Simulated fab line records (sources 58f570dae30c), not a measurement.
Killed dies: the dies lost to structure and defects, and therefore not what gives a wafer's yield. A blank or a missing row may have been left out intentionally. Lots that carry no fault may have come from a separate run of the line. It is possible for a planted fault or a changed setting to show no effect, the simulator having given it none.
Split-lot experiment | flow berkeley_cmos170 | 5 lots, 23 wafers read, on a route of 331 steps

== SPLIT DETAILS ==
At UCB170_V2_PEB_10, the setting peb_temp_c was moved away from the recipe's 130 C on 8 of the 23 wafers read, by -1.8% to +2.3%. This setting was run at the recipe's value on the other wafers.

== FROM THE SPLIT TO THE READING: what the file shows between them, 4 steps ==
- UCB170_V2_DEVELOP_11: develop time 45 s
- UCB170_V2_CD_MEAS_12: target cd 700 nm
- UCB170_V2_ETCH_14: etches SiO2 in CHF3/CF4/Ar, stops on Al, target depth 1250 nm, time 291 s
- UCB170_V2_STRIP_15: strips in O2

== THE READING ==
cd_nm, in nm, at UCB170_V2_CD_MEAS_90 (target cd 700 nm). Fault-free wafers of this fab line usually give 700.5 nm, standard deviation 1.8 nm.

wafer  | tool, chamber at the split | peb_temp_c as run, C | against the recipe | cd_nm, nm | against lot-mates on the recipe
L074.1 | litho_track-01, 0          | 130                  | recipe             | 701.3     | -
L074.2 | litho_track-01, 0          | 130                  | recipe             | 699.1     | -
L074.3 | litho_track-01, 0          | 130                  | recipe             | 699.9     | -
L074.5 | litho_track-01, 0          | 130                  | recipe             | 700.3     | -
L074.6 | litho_track-01, 0          | 130                  | recipe             | 699.9     | -
L077.1 | litho_track-01, 0          | 133                  | +2.3%              | 715.9     | +16.1
L077.2 | litho_track-01, 0          | 130                  | recipe             | 701.6     | -
L077.3 | litho_track-01, 0          | 133                  | +2.3%              | 716.8     | +17.0
L077.4 | litho_track-01, 0          | 130                  | recipe             | 697.9     | -
L077.5 | litho_track-01, 0          | 133                  | +2.3%              | 715.4     | +15.6
L079.1 | litho_track-02, 0          | 130                  | recipe             | 702.2     | -
L079.3 | litho_track-02, 0          | 130                  | recipe             | 702.2     | -
L079.6 | litho_track-02, 0          | 130                  | recipe             | 702.4     | -
L082.1 | litho_track-02, 0          | 127.8                | -1.7%              | 683.6     | -18.9
L082.2 | litho_track-02, 0          | 127.8                | -1.7%              | 682.6     | -19.9
L082.3 | litho_track-02, 0          | 130                  | recipe             | 701.0     | -
L082.4 | litho_track-02, 0          | 130                  | recipe             | 704.0     | -
L082.5 | litho_track-02, 0          | 127.8                | -1.7%              | 682.6     | -19.9
L085.1 | litho_track-03, 0          | 130                  | recipe             | 702.0     | -
L085.2 | litho_track-03, 0          | 127.6                | -1.8%              | 683.3     | -17.7
L085.3 | litho_track-03, 0          | 127.6                | -1.8%              | 684.2     | -16.8
L085.4 | litho_track-03, 0          | 130                  | recipe             | 700.0     | -
L085.5 | litho_track-03, 0          | 130                  | recipe             | 701.1     | -

FIT RESULTS
A straight line over all 23 wafers: cd_nm changes by +8.2 nm for each +1% of peb_temp_c; r = +0.98; the points scatter about the line by 2.2 nm.
The same after taking each lot's own level away (the mean of its wafers on the recipe; 23 wafers): +8.72 nm for each +1%; r = +0.98; scatter 2.2 nm.
On that fit, the largest move of peb_temp_c shifts the reading by 20 nm.
Across the lots, their own levels run from 699.75 to 702.50 nm, a range of 1.5 times the standard deviation given above.
Hence the lot-to-lot level has little effect on the slope; both slopes agree.
Check: for one of the wafers moved furthest among these (+2.3%), held out of the fit, the line's prediction against its lot-mates is +19.7 nm. It came out at +16.1 nm against them.

== FURTHER SPLITS ON THESE WAFERS ==
Other splits were also applied to these wafers ahead of the reading. Each is held against what the fit with the lots' levels taken away leaves over:
other split on the same wafers  | wafers away from the commonest value | r with cd_nm (lot level and that fit taken away)
UCB170_M1_EXPOSE_06 dose_mj     | 7                                    | -0.23
UCB170_M2_SPUTTER_01 time_s     | 8                                    | -0.26
UCB170_M2_COAT_10 resist_thk_nm | 8                                    | -0.15
UCB170_M2_STRIP_19 power_w      | 6                                    | +0.42

== THE WHOLE CHAIN: every reading that the file lists as answering this split, in the file's order ==
step                 | what it does                                                              | reading                                                   | change (the file's fit)              | r (the file's)
UCB170_V2_CD_MEAS_12 | target cd 700 nm                                                          | cd_nm                                                     | +8.39 nm for each +1% of the setting | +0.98
UCB170_V2_ETCH_14    | etches SiO2 in CHF3/CF4/Ar, stops on Al, target depth 1250 nm, time 291 s | V2.cd_nm (the simulator's own value, which no gauge read) | +8.84 nm for each +1% of the setting | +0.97
UCB170_V2_CD_MEAS_90 | target cd 700 nm                                                          | cd_nm                                                     | +8.86 nm for each +1% of the setting | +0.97

== THE FILE'S OWN FIT ==
cd_nm changes by +8.86 nm for each +1% of peb_temp_c, r = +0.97.
